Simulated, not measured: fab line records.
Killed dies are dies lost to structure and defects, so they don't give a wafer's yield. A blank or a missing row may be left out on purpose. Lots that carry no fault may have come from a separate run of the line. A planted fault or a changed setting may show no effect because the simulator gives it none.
A lot that was struck, set against a sound lot / flow berkeley-cmos170 / 15 out of 331 route steps
Sound: the wafers L344.1, L344.3, L344.4. The struck wafers were L345.4, L345.5, L345.6. The cause is given at the end.
Per side, at each step with rows, come the tool, then ch with its chambers, and then its first start. Under that, the readings that differ: sound wafers / struck wafers / difference of the means / sigmas: that difference in standard deviations of wafers without a fault.
alike: words and numbers the same on both sides, and readings whose means are apart by under 2 such deviations; not compared: readings that were withheld, readings missing a value for some wafer, numbers with overlapping values and no deviation given by the record, and bounds like >300 which may hide the same value.
A row with sigmas, a row that says differs or no value, or rows on one side alone: a step with any of these is where the two part. Non-overlapping numbers with no deviation appear without sigmas and do not part them. A reading that every wafer of one side lacks parts them only if that side has two wafers or more.

UCB170_PFIELD_OVL_MEAS_06:
  sound on overlay-01, day 6 14:23; struck on overlay-01, day 7 21:34
  alike: PFIELD_OVL
next, for these wafers, 1 step has no rows: UCB170_PFIELD_IMPLANT_07.
UCB170_PFIELD_STRIP_08: strips in O2.
  sound on plasma-asher-02 ch 0,1, day 6 14:35; struck on plasma-asher-02 ch 0,1, day 7 21:50
  alike: drypump-motor-current-A, oes-product-au, strip-time-to-endpoint-s
  not compared: rf-hours-counter-h
UCB170_PFIELD_TW_MEAS_09:
  sound on film-metro-02, day 6 14:41; struck on film-metro-02, day 7 21:56
  alike: PFIELD_TW
then, 2 steps without rows for these wafers: UCB170_FIELD_CLEAN_00 (cleans in dHF, time 7.5 s); UCB170_FIELD_OXIDATION_01 (target thk 558.3 nm, ox time 7200 s).
UCB170_FIELD_THK_MEAS_02:
  sound on film-metro-04, day 6 20:57; struck on film-metro-03, day 8 05:00
  alike: FIELD_OXIDE_THK
then, 4 steps without rows for these wafers: UCB170_FIELD_ANNEAL_03 (time 1200 s); UCB170_FIELD_WET_ETCH_04 (etches SiO2 in dHF, time 60 s); UCB170_FIELD_WET_ETCH_05 (etches Si3N4 in H3PO4, time 12600 s); UCB170_FIELD_WET_ETCH_06 (etches SiO2 in BOE, time 22 s).
UCB170_FIELD_THK_MEAS_90:
  sound on film-metro-03, day 7 08:13; struck on film-metro-03, day 8 14:44
  alike: FIELD_OXIDE_LEFT_1_THK
UCB170_SACOX_CLEAN_00: cleans in dHF, time 7.5 s.
  sound on wet-bench-03 ch 0, day 7 08:16; struck on wet-bench-01 ch 2, day 8 14:46
reading=time-s (s); sound=7.5 7.5 7.5; struck=- - -; difference=no value on the struck wafers; sigmas=
then, 1 step without rows for these wafers: UCB170_SACOX_OXIDATION_01 (target thk 14.4 nm, ox time 2400 s).
UCB170_M3_PROBE_99:
  the record has rows for the sound wafers here (prober-02, day 10 17:02) and none for the struck ones

WHERE THEY PART
Earliest at UCB170_SACOX_CLEAN_00; latest, in this record, at UCB170_M3_PROBE_99.

WHY: what had been put in by the simulator
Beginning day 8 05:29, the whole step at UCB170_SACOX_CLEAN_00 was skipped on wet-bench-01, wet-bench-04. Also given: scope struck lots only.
